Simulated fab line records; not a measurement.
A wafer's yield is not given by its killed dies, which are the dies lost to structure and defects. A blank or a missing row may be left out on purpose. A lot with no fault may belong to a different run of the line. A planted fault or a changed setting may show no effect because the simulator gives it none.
A single fault, viewed from 2 desks | flow berkeley-cmos170 | each desk has only its own numbers; what lay behind them comes last

THE METROLOGY DESK
Lot by lot, what the gauges showed, no matter which tool ran the lot: averages of those sampled wafers that carry a number. Any lot whose mean is over 4 standard deviations away from the usual mean is out of limits and marked OUT; that distance is given in the brackets.
Columns: A = PFIELD_TW at UCB170_PFIELD_TW_MEAS_09, usual 599
lot  | first seen here | A
L989 | day 5 12:29     | 598
L987 | day 5 12:34     | 595
L990 | day 5 19:27     | 598
L991 | day 6 10:58     | 595
L992 | day 6 11:35     | 597
L993 | day 6 16:56     | 592
L995 | day 6 17:10     | 604
L997 | day 7 04:19     | 600
L100 | day 7 15:02     | 601
L998 | day 7 15:05     | 499 (-32) OUT
L102 | day 8 10:29     | 501 (-32) OUT
L108 | day 9 10:56     | 595
L107 | day 9 11:07     | 605
L106 | day 9 11:28     | 599
This desk reports L102, L998 out of limits; the earliest was L998 at day 7 15:05 (PFIELD_TW at UCB170_PFIELD_TW_MEAS_09). L989, L987, L990, L991, L992, L993, L995, L997, L100, L108, L107, L106 stayed within limits.

FOR THE TOOL OWNER'S DESK: implanter-04
The tool's own readings at UCB170_PFIELD_IMPLANT_07, given as means over the sampled wafers that have a number, one for each lot that went through this tool. Any lot whose mean is over 4 standard deviations away from the usual mean is out of limits and marked OUT; that distance is given in the brackets.
Columns: A = dose-ions-cm2 at UCB170_PFIELD_IMPLANT_07, usual 1.9997e+13; B = faraday-current-uA at UCB170_PFIELD_IMPLANT_07, usual 63.5
lot  | first seen here | A                            | B
L987 | day 5 12:19     | 1.9969e+13                   | 63.0
L991 | day 6 10:43     | 2.0002e+13                   | 64.2
L995 | day 6 16:55     | 2.0003e+13                   | 63.1
L997 | day 7 04:05     | 2.0015e+13                   | 63.3
L998 | day 7 14:50     | 1.1259e+13 (-99 or more) OUT | 35.8 (-21) OUT
L102 | day 8 10:16     | 1.1233e+13 (-99 or more) OUT | 35.5 (-22) OUT
This desk's finding: out of limits on L102, L998; first on L998, day 7 14:50 (dose-ions-cm2 at UCB170_PFIELD_IMPLANT_07). L987, L991, L995, L997 stayed within limits.

BROUGHT TOGETHER
The tool owner's desk had the chance to raise an alarm at day 7 14:50 on L102, L998.
At day 7 15:05 the metrology desk could have sounded an alarm, on L102, L998.
The lots listed all ran UCB170_PFIELD_IMPLANT_07 on implanter-04.

WHAT THE SIMULATOR PUT IN
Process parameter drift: implanter-04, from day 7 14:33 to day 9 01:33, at UCB170_PFIELD_IMPLANT_07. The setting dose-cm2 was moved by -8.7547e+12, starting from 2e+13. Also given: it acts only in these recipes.
Lots struck among those shown: L102, L998.
Time in hours from fault onset to the first out-of-limits reading at each desk: tool owner's desk 0, metrology desk 1.
